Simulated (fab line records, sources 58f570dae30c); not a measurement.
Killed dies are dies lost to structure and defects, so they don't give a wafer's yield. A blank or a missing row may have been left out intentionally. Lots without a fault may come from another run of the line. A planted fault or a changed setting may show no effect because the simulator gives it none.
Split-lot trial + flow berkeley_cmos170 + on a route of 331 steps: 5 lots, 23 wafers read

== THE SPLIT ITSELF ==
At UCB170_SILICIDE_SPUTTER_01 (material Ti, target thk 30 nm, time 25 s), the setting power_w was moved away from the recipe's 1500 W on 7 of the 23 wafers read, by -8.1% to -4.4%. For the rest of the wafers, this setting stayed at what the recipe calls for.

== THE PATH FROM SPLIT TO READING: the file shows 1 step between them ==
- UCB170_SILICIDE_RS_MEAS_02: measures by four-point-probe

== THE READING ==
SILICIDE_TI_THK, in nm, at UCB170_SILICIDE_THK_MEAS_03 (measures by xrf). Fault-free wafers of this fab line usually give 29.50 nm, standard deviation 0.28 nm.

| wafer  | tool, chamber at the split | power_w as run, W | against the recipe | SILICIDE_TI_THK, nm | against lot-mates on the recipe |
|--------|----------------------------|-------------------|--------------------|---------------------|---------------------------------|
| L076.1 | pvd_sputter-03, -          | 1418              | -5.5%              | 28.01               | -1.37                           |
| L076.2 | pvd_sputter-03, -          | 1500              | recipe             | 29.38               | -                               |
| L076.3 | pvd_sputter-03, -          | 1500              | recipe             | 29.46               | -                               |
| L076.4 | pvd_sputter-03, -          | 1500              | recipe             | 29.29               | -                               |
| L076.6 | pvd_sputter-03, -          | 1418              | -5.5%              | 27.92               | -1.46                           |
| L077.1 | pvd_sputter-04, -          | 1378              | -8.1%              | 27.22               | -2.37                           |
| L077.2 | pvd_sputter-04, -          | 1500              | recipe             | 29.50               | -                               |
| L077.4 | pvd_sputter-04, -          | 1500              | recipe             | 29.45               | -                               |
| L077.5 | pvd_sputter-04, -          | 1378              | -8.1%              | 26.85               | -2.74                           |
| L077.6 | pvd_sputter-04, -          | 1500              | recipe             | 29.82               | -                               |
| L078.1 | pvd_sputter-03, -          | 1500              | recipe             | 29.55               | -                               |
| L078.2 | pvd_sputter-03, -          | 1500              | recipe             | 29.11               | -                               |
| L078.4 | pvd_sputter-03, -          | 1500              | recipe             | 29.34               | -                               |
| L078.5 | pvd_sputter-03, -          | 1500              | recipe             | 30.00               | -                               |
| L078.6 | pvd_sputter-03, -          | 1500              | recipe             | 29.41               | -                               |
| L082.1 | pvd_sputter-04, -          | 1500              | recipe             | 29.38               | -                               |
| L082.3 | pvd_sputter-04, -          | 1500              | recipe             | 29.73               | -                               |
| L082.4 | pvd_sputter-04, -          | 1500              | recipe             | 29.38               | -                               |
| L083.1 | pvd_sputter-03, -          | 1500              | recipe             | 29.58               | -                               |
| L083.3 | pvd_sputter-03, -          | 1434              | -4.4%              | 28.02               | -1.39                           |
| L083.4 | pvd_sputter-03, -          | 1500              | recipe             | 29.24               | -                               |
| L083.5 | pvd_sputter-03, -          | 1434              | -4.4%              | 28.23               | -1.18                           |
| L083.6 | pvd_sputter-03, -          | 1434              | -4.4%              | 27.99               | -1.42                           |

FIT RESULTS
A straight line over all 23 wafers: SILICIDE_TI_THK changes by +0.298 nm for each +1% of power_w; r = +0.97; the points scatter about the line by 0.21 nm.
The same after taking each lot's own level away (the mean of its wafers on the recipe; 23 wafers): +0.299 nm for each +1%; r = +0.97; scatter 0.21 nm.
The reading moves by 2.4 nm for the largest change in power_w, on that fit.
The span of the lots' own levels, 29.377 to 29.590 nm, comes to 0.8 times the standard deviation stated above.
Hence the lot-to-lot level has little effect on the slope; both slopes agree.
Check: for one of the wafers moved furthest among these (-8.1%), held out of the fit, the line's prediction against its lot-mates is -2.45 nm. Against them it came out at -2.37 nm.

== THESE WAFERS: OTHER SPLITS ==
These wafers also went through other splits before the reading. Each is held against what the fit with the lots' levels taken away leaves over:
| other split on the same wafers    | wafers away from the commonest value | r with SILICIDE_TI_THK (lot level and that fit taken away) |
|-----------------------------------|--------------------------------------|------------------------------------------------------------|
| UCB170_PLDD_EXPOSE_03 dose_mj     | 11                                   | -0.29                                                      |
| UCB170_NLDD_COAT_01 resist_thk_nm | 11                                   | -0.18                                                      |
| UCB170_NLDD_IMPLANT_08 energy_kev | 8                                    | +0.22                                                      |
| UCB170_PSD_EXPOSE_03 dose_mj      | 8                                    | +0.14                                                      |
| UCB170_NSD_IMPLANT_08 energy_kev  | 4                                    | +0.27                                                      |

== THE WHOLE CHAIN: every reading that the file lists as answering this split, in the file's order ==
| step                        | what it does                             | reading                                                                           | change (the file's fit)               | r (the file's) |
|-----------------------------|------------------------------------------|-----------------------------------------------------------------------------------|---------------------------------------|----------------|
| UCB170_SILICIDE_SPUTTER_01  | material Ti, target thk 30 nm, time 25 s | Ti_of_SILICIDE_SPUTTER_01.thk_nm (the simulator's own value, which no gauge read) | +0.301 nm for each +1% of the setting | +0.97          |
| UCB170_SILICIDE_RS_MEAS_02  | measures by four-point-probe             | SILICIDE_TI_RS                                                                    | -0.332 for each +1% of the setting    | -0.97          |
| UCB170_SILICIDE_THK_MEAS_03 | measures by xrf                          | SILICIDE_TI_THK                                                                   | +0.298 for each +1% of the setting    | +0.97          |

== FILE'S OWN FIT ==
SILICIDE_TI_THK changes by +0.298 nm for each +1% of power_w, r = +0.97.
